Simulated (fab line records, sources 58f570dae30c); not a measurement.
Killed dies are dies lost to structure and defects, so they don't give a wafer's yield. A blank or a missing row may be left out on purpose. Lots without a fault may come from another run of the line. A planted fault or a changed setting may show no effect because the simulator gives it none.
fab line records | flow berkeley_cmos170
record lots=6 wafers=18 last_day=12
route steps=331 shown NWELL@15 M3@331
lots that met no fault: from a run of the same line without faults
start_h: hours from the record's first day to the start of the lot's first wafer shown | wait_h: hours since the lot's step before | " the same as in the row above | L1.1+2: a row that stands for several wafers | - no value, or no start given | * or withheld: withheld | < > ~ a bound
route shown NAME@n: a module of which the file shows steps, and the number in the route of the first | usual: mean/standard deviation of fault-free wafers | same: alike in all rows | chamber/n: place in a boat | sites: the reading at each site | _std_site: their standard deviation | _edge_site: outer sites' mean less inner sites' | radius_mm: how far each site lies from the wafer's centre | mask NAME#n: copy n | behind: the tool/chamber that last shaped the wafer | hold: why the lot was held/for how many hours/how that ended | device: the transistor (n, p or np) that didn't switch | end of line: the same wafers' tests at the end of the route | a step without rows: its recipe alone | killed: dies lost to structure and defects at the first sort, not the wafer's yield | map: a wafer's dies, x killed, . not, _ none there
set.NAME: the setting as run; set.NAME@STEP: as run at that earlier step | model.NAME: the simulator's own value behind a step, which no gauge read
lots at some steps of the route; a table a step, a row a wafer
services: from which hour (start_h, from the record's first day; less than 0 if before it) a tool's chamber was out of use, for how many hours, and why
## steps
# step UCB170_NWELL_OXIDATION_01
# recipe temp_c=1000 ambient=O2 target_thk_a=264 ox_time_s=1260
# step UCB170_NWELL_THK_MEAS_02
# recipe reads=SiO2_of_NWELL_OXIDATION_01
# usual NWELL_OXIDE_THK=26.2/0.49
# columns lot.wafer tool chamber start_h wait_h NWELL_OXIDE_THK[nm]
L983.1 film_metro-03 - 38.15 0.0 26.3
L983.4 " - " " 26.1
L983.6 " - " " 26.3
L984.1 film_metro-02 - 45.07 0.0 25.7
L984.2 " - " " 25.5
L984.5 " - " " 25.3
L986.2 film_metro-02 - 50.70 0.0 26.2
L986.3 " - " " 25.7
L986.4 " - " " 26.2
L990.3 film_metro-03 - 65.16 0.0 26.5
L990.4 " - " " 25.9
L990.6 " - " " 25.9
L994.1 film_metro-02 - 93.61 0.0 26.5
L994.4 " - " " 26.6
L994.5 " - " " 26.2
L102.2 film_metro-02 - 132.70 0.0 26.2
L102.3 " - " " 26.8
L102.6 " - " " 26.5
# step UCB170_NWELL_ANNEAL_03
# recipe temp_c=1000 time_s=900 ambient=N2
# step UCB170_NWELL_CVD_04
# recipe material=Si3N4 target_thk_nm=224 temp_c=800 precursor=SiH2Cl2/NH3 time_s=3360 pressure_mtorr=200 sih2cl2_flow_sccm=25 nh3_flow_sccm=75
# step UCB170_NWELL_THK_MEAS_05
# recipe reads=Si3N4_of_NWELL_CVD_04
# usual NWELL_NITRIDE_THK=224.6/1.8
# columns lot.wafer tool chamber start_h wait_h NWELL_NITRIDE_THK[nm]
L983.1 film_metro-01 - 47.90 0.0 227.1
L983.4 " - " " 228.5
L983.6 " - " " 225.9
L984.1 film_metro-01 - 51.75 0.0 229.4
L984.2 " - " " 229.2
L984.5 " - " " 227.1
L986.2 film_metro-01 - 58.70 0.0 223.9
L986.3 " - " " 223.8
L986.4 " - " " 223.5
L990.3 film_metro-02 - 69.46 0.0 224.9
L990.4 " - " " 224.8
L990.6 " - " " 223.9
L994.1 film_metro-02 - 102.64 0.0 225.2
L994.4 " - " " 222.9
L994.5 " - " " 225.3
L102.2 film_metro-02 - 140.01 0.0 224.6
L102.3 " - " " 223.5
L102.6 " - " " 224.9
# step UCB170_NWELL_HMDS_06
# recipe prime_time_s=60 prime_temp_c=100
# step UCB170_NWELL_COAT_07
# recipe resist=KrF spin_rpm=1500 resist_thk_nm=900
# step UCB170_NWELL_SOFTBAKE_08
# recipe resist=KrF temp_c=130 time_s=60
# step UCB170_NWELL_EXPOSE_09
# recipe mask_id=NWELL target_cd_nm=3000 na=0.5 sigma_outer=0.6 source_shape=conventional dose_mj=25
# step UCB170_NWELL_PEB_10
# recipe peb_temp_c=130 peb_time_s=withheld resist=KrF
# step UCB170_NWELL_DEVELOP_11
# recipe developer=TMAH develop_time_s=45 resist=KrF dev_temp_c=21
# step UCB170_NWELL_OVL_MEAS_12
# usual NWELL_OVL=6/4.9
# columns lot.wafer tool chamber start_h wait_h NWELL_OVL[nm]
L983.1 overlay-01 - 48.93 - 5
L983.4 " - " " 7
L983.6 " - " " 8
L984.1 overlay-01 - 52.65 - -5
L984.2 " - " " 5
L984.5 " - " " 11
L986.2 overlay-02 - 60.59 - 6
L986.3 " - " " 5
L986.4 " - " " 7
L990.3 overlay-02 - 70.94 - 16
L990.4 " - " " 7
L990.6 " - " " 4
L994.1 overlay-01 - 104.38 - 7
L994.4 " - " " 5
L994.5 " - " " 4
L102.2 overlay-02 - 141.24 - 16
L102.3 " - " " 13
L102.6 " - " " 5
# step UCB170_NWELL_ETCH_13
# recipe chemistry=CH3F/Ar/O2 target=Si3N4 stop_on=SiO2 CH3F_flow_sccm=20 Ar_flow_sccm=50 O2_flow_sccm=7 pressure_mtorr=50 rf_w=450 target_depth_a=2464 over_etch_frac=0.1 time_s=154
# usual drypump_motor_current_A=5.6/0.51 oes_product_au=0.941/0.015 throttle_valve_pct=8.02/0.14
# same time_s=154
# columns lot.wafer tool chamber start_h wait_h drypump_motor_current_A oes_product_au rf_hours_counter_h throttle_valve_pct model.etch.depth_nm model.KrF_of_NWELL_COAT_07.thk_nm
L983.1 rie_diel-03 3 48.96 0.0 5.6 0.955 131 7.81 227.2 725
L983.4 " 2 " " 5.2 0.949 143 7.89 228.3 724.3
L983.6 " 3 " " 5.6 0.960 - 7.81 225.9 726.7
L984.1 rie_diel-02 2 52.69 0.0 6.2 0.944 45 7.92 229.6 728.2
L984.2 " 3 " " 6.3 0.942 13 7.97 229.3 724.1
L984.5 " 1 " " 5.8 0.961 - 8.18 227.2 725.8
L986.2 rie_diel-03 1 60.62 0.0 5.7 0.755 78 7.95 152.3 785.2
L986.3 " 0 " " 4.8 0.762 78 8.14 156.6 781.5
L986.4 " 2 " " 5.1 0.764 144 7.87 152.4 784.9
L990.3 rie_diel-03 0 70.96 0.0 4.8 0.765 78 8.12 158.4 777.3
L990.4 " 1 " " 5.7 0.757 79 7.95 153.8 780.2
L990.6 " 0 " " 4.8 0.766 - 8.13 158.8 775.4
L994.1 rie_diel-04 1 104.42 0.0 4.8 0.948 99 8.28 225 718.1
L994.4 " 2 " " 6.0 0.964 149 8.17 222.8 718.2
L994.5 " 3 " " 5.8 0.943 - 7.97 225.5 717
L102.2 rie_diel-03 0 141.27 0.0 4.8 0.919 81 8.15 224.7 724
L102.3 " 1 " " 5.7 0.927 82 7.96 223.7 732.4
L102.6 " 3 " " 5.6 0.957 - 7.79 225 731.4
# step UCB170_NWELL_IMPLANT_14
# recipe species=P dose_cm2=1e+13 energy_kev=150 tilt_deg=7
# step UCB170_NWELL_STRIP_15
# recipe chemistry=O2 power_w=400 pressure_mtorr=3500 platen_temp_c=withheld o2_flow_sccm=400 overash_fraction=0.5
# usual drypump_motor_current_A=5.7/0.7 oes_product_au=0.721/0.0041 strip_time_to_endpoint_s=18.07/0.097
# columns lot.wafer tool chamber start_h wait_h drypump_motor_current_A oes_product_au rf_hours_counter_h strip_time_to_endpoint_s
L983.1 plasma_asher-04 1 49.21 0.1 6.6 0.721 28 18.11
L983.4 " 0 " " 5.1 0.712 - 18.10
L983.6 " 1 " " 6.6 0.723 - 18.14
L984.1 plasma_asher-01 1 52.94 0.1 5.1 0.716 34 18.17
L984.2 " 0 " " 6.4 0.727 34 18.08
L984.5 " 1 " " 5.1 0.730 - 18.12
L986.2 plasma_asher-04 1 60.87 0.1 6.7 0.718 29 19.54
L986.3 " 1 " " 6.6 0.713 - 19.45
L986.4 " 0 " " 5.1 0.731 - 19.53
L990.3 plasma_asher-03 1 71.25 0.1 6.0 0.728 - 19.35
L990.4 " 0 " " 4.9 0.723 - 19.41
L990.6 " 0 " " 4.9 0.727 - 19.31
L994.1 plasma_asher-03 0 104.67 0.1 4.9 0.724 39 17.93
L994.4 " 1 " " 6.0 0.723 - 17.93
L994.5 " 1 " " 6.0 0.720 - 17.91
L102.2 plasma_asher-01 1 141.53 0.1 5.1 0.721 3 18.06
L102.3 " 1 " " 5.1 0.716 - 18.28
L102.6 " 1 " " 5.1 0.724 - 18.25
# step UCB170_NWELL_TW_MEAS_16
# usual NWELL_TW=1249/17
# columns lot.wafer tool chamber start_h wait_h NWELL_TW
L983.1 film_metro-02 - 49.31 0.1 1253
L983.4 " - " " 1268
L983.6 " - " " 1259
L984.1 film_metro-02 - 53.04 0.1 1257
L984.2 " - " " 1253
L984.5 " - " " 1257
L986.2 film_metro-03 - 60.98 0.1 1216
L986.3 " - " " 1218
L986.4 " - " " 1226
L990.3 film_metro-01 - 71.34 0.1 1258
L990.4 " - " " 1254
L990.6 " - " " 1261
L994.1 film_metro-02 - 104.77 0.1 1264
L994.4 " - " " 1266
L994.5 " - " " 1265
L102.2 film_metro-03 - 141.64 0.1 1222
L102.3 " - " " 1220
L102.6 " - " " 1222
# step UCB170_M3_PROBE_99
# columns lot.wafer tool chamber start_h wait_h model.etest.nwell_pinched.rs_ohm_sq model.etest.nwell.rs_ohm_sq model.etest.nwell.width_nm model.etest.nwell.line_ohm_um model.etest.iso_pplus_pwell.bv_v model.etest.field_p_metal.vt_v model.etest.vpnp.gain model.etest.field_p.vt_v
L984.1 prober-02 - 197.18 0.1 1300 868.3 2336 372.9 22.71 -59.39 11.88 -21.83
L984.2 prober-02 - 197.23 0.1 1278 858.2 2343 365.6 23.13 -59.65 11.57 -21.97
L984.5 prober-02 - 197.38 0.2 1281 865.8 2340 367.5 22.67 -60.06 11.69 -21.79
L983.1 prober-01 - 197.73 0.1 1278 858.6 2338 371.2 19.98 -58.39 11.78 -20.71
L983.4 prober-01 - 197.88 0.2 1293 862.8 2342 367.3 19.43 -57.79 11.73 -20.23
L983.6 prober-01 - 197.98 0.2 1282 863 2338 364.5 20 -58 11.92 -20.44
L990.4 prober-01 - 227.79 0.2 1419 957.8 2274 422.1 19.58 -56.8 12.97 -20.43
L990.6 prober-01 - 227.89 0.2 1385 939.1 2297 411.2 19.46 -56.39 12.58 -20.01
L994.1 prober-02 - 258.98 0.1 1245 854.3 2331 368.9 21.37 -57.06 10.84 -19.24
L994.4 prober-02 - 259.13 0.2 1244 859.7 2345 366.1 21.24 -56.59 10.79 -19.19
L994.5 prober-02 - 259.18 0.2 1238 851.1 2346 369.7 21.82 -57.32 10.58 -19.49
L102.2 prober-02 - 287.42 0.1 1257 859.9 2321 369.8 22.57 -58.07 11.1 -20.64
L102.3 prober-02 - 287.47 0.2 1254 859.2 2350 373.5 23.98 -59.01 10.91 -21.3
L102.6 prober-02 - 287.62 0.2 1259 854 2331 372.3 22.8 -58.13 10.95 -20.42
# killed by level:class
L984.1 ACTIVE:area_etch=2 WELLDRIVE:geometric_particle:short=1 SILICIDE:geometric_particle:short=1 M1:geometric_particle:open=1 M3:geometric_particle:short=1
L984.2 SILICIDE:geometric_particle:short=1 V2:geometric_particle:short=1
L984.5 WELLDRIVE:geometric_particle:open=1
L983.1 SCREENOX:geometric_particle:short=1 GATE:geometric_particle:short=1 CONTACT:geometric_particle:open=1 M2:geometric_particle:short=1 ACTIVE:area_etch=1
L983.4 NWELL:geometric_particle:open=1 GATE:geometric_particle:open=1 SPACER:geometric_particle:open=1
L983.6 GATE:geometric_particle:open=1 ACTIVE:area_etch=1
L994.1 GATE:geometric_particle:short=1 SPACER:geometric_particle:short=1 V2:geometric_particle:open=1
L994.4 FIELD:geometric_particle:open=1 GATE:geometric_particle:short=1 M2:geometric_particle:short=1
L994.5 M2:geometric_particle:open=1 V2:geometric_particle:open=1 M3:geometric_particle:short=1 M3:geometric_particle:open=1
L102.2 PWELL:geometric_particle:open=1 SILICIDE:geometric_particle:open=1
L102.3 SILICIDE:geometric_particle:open=1 ACTIVE:area_etch=1
L102.6 ACTIVE:area_etch=2 SCREENOX:geometric_particle:short=1 GATE:geometric_particle:short=1 V2:geometric_particle:short=1
## services
# columns tool chamber start_h hours kind
plasma_asher-04 - 51.97 0.3 repair
rie_diel-04 2 52.29 3.9 repair
rie_diel-04 1 63.57 4.1 repair
plasma_asher-04 - 67.25 14.6 pm
rie_diel-02 0 77.10 10.1 repair
rie_diel-02 1 88.41 4.6 repair
rie_diel-04 2 94.51 3.1 repair
rie_diel-04 - 95.35 0.1 repair
plasma_asher-01 - 99.59 0.6 repair
rie_diel-04 3 108.19 5.5 repair
plasma_asher-01 - 108.75 9.0 pm
plasma_asher-01 0 108.75 9.0 vent_cycle
plasma_asher-01 1 108.75 9.0 vent_cycle
plasma_asher-01 0 117.75 - clean
plasma_asher-01 1 117.75 - clean
plasma_asher-03 - 123.03 1.1 repair
rie_diel-04 0 137.20 10.8 repair
## key
first_sign step=UCB170_NWELL_ETCH_13 reading=oes_product_au direction=down sigmas=12 usual=0.941 struck=0.761
effect step=UCB170_NWELL_STRIP_15 reading=strip_time_to_endpoint_s direction=up sigmas=14 usual=* struck=*
model_effect step=UCB170_NWELL_ETCH_13 value=etch.depth_nm without=224.2 struck=155.4
model_effect step=UCB170_M3_PROBE_99 value=etest.nwell_pinched.rs_ohm_sq without=1247 struck=1402
met_at UCB170_NWELL_ETCH_13
struck_wafers L986.2,L986.3,L986.4,L990.3,L990.4,L990.6
sort_left_out L986.2,L986.3,L986.4,L990.3,L990.4,L990.6
tester_left_out L986,L990
onset_between 48.96 60.62
fault kind=process_parameter_drift tool=rie_diel-03 chamber=- onset_h=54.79 steps=UCB170_NWELL_ETCH_13 channel=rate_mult offset=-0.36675 shape=step end_h=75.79
# tester_left_out: of these lots the tester's yield and bins aren't shown, on N5 and GAA mostly nor the transistor test; their killed dies are dies lost to structure and defects alone, not to doping, threshold or leakage, so they don't give the yield
# sort_left_out: the simulated sort isn't trusted on such a fault, so these wafers' sort isn't shown, and their yield isn't known
